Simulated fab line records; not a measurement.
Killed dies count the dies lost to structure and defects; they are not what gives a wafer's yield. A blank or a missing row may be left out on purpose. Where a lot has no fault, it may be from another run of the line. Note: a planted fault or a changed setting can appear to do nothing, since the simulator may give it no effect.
A lot that was struck, set against a sound lot	flow berkeley-cmos170	14 steps out of a route of 331
Sound: wafers L663.3, L663.4, L663.6. Wafers L670.2, L670.3, L670.4 were the ones struck. Last of all comes the cause.
For every step that has rows: the tool of each side, followed by ch and its chambers, followed by its first start. Under that, the readings that differ: sound wafers	struck wafers	difference of the means	sigmas: that difference in standard deviations of wafers without a fault.
alike: readings whose means differ by less than 2 such deviations, and words and numbers that are the same on both sides. not compared: withheld readings, readings that some wafer has no value for, bounds like >300 that may hide the same value, and numbers for which the record gives no deviation and whose values overlap.
The two part at a step that has a row with sigmas, a row that says differs or no value, or rows on one side only. Numbers that have no deviation but don't overlap get no sigmas and don't part them. A reading that every wafer of one side lacks parts them only if that side has two wafers or more.

UCB170_M2_CD_MEAS_90: the cd target is 700 nm.
  sound on cd-sem-02 at day 9 06:32; struck on cd-sem-01 at day 10 20:11
  alike: cd-nm
UCB170_V2_CVD_00: deposits SiO2 from TEOS/O2, target thk 2000 nm, time 250 s.
  sound on pecvd-01 ch 0,1,2, day 9 06:37; struck on pecvd-02 ch 0,1,2, day 10 20:17
  alike: heater-power-w, pressure-mtorr, rf-fwd-power-W
UCB170_V2_THK_MEAS_01:
  sound on film-metro-02 at day 9 06:47; struck on film-metro-01 at day 10 20:26
  alike: V2_TEOS_THK
UCB170_V2_CMP_02: polishes SiO2.
  sound on cmp-01 ch 0,1,2, day 9 06:53; struck on cmp-01 ch 0,2,3, day 10 20:29
  alike: motor-current-A
UCB170_V2_BOW_MEAS_03:
  sound on film-metro-02 at day 9 07:10; struck on film-metro-04 at day 10 20:49
  alike: V2_BOW
UCB170_V2_THK_MEAS_04:
  sound on film-metro-02 at day 9 07:16; struck on film-metro-04 at day 10 20:55
  alike: V2_POLISHED_THK
then, 6 steps without rows for these wafers: UCB170_V2_CLEAN_05 (cleans in DIW); UCB170_V2_HMDS_06 (prime time 60 s); UCB170_V2_COAT_07 (resist thk 900 nm); UCB170_V2_SOFTBAKE_08 (time 60 s); UCB170_V2_EXPOSE_09 (exposes mask VIA2, target cd 700 nm); UCB170_V2_PEB_10.
UCB170_V2_DEVELOP_11: develop time 45 s.
  sound on litho-track-04 ch 0, day 9 08:00; struck on litho-track-04, day 10 22:00
  no value came back on the struck wafers for chill-plate-temp-C (C), develop-time-s (s); on the sound wafers chill-plate-temp-C (C) reads 22.90 23.05 22.99
reading	sound	struck	difference	sigmas
model.KrF_of_V2_COAT_07.thk-nm (nm)	886.3 887 886.1	901.1 899.2 902.9	+14.6	
UCB170_V2_CD_MEAS_12: the cd target is 700 nm.
  sound on cd-sem-01 at day 9 08:29; struck on cd-sem-01 at day 10 23:10
reading	sound	struck	difference	sigmas
cd-nm (nm)	699.8 700.7 699.8	- - -	no value on the struck wafers	

WHERE THEY PART
First at UCB170_V2_DEVELOP_11; last, within this record, at UCB170_V2_CD_MEAS_12.

WHY: what had been put in by the simulator
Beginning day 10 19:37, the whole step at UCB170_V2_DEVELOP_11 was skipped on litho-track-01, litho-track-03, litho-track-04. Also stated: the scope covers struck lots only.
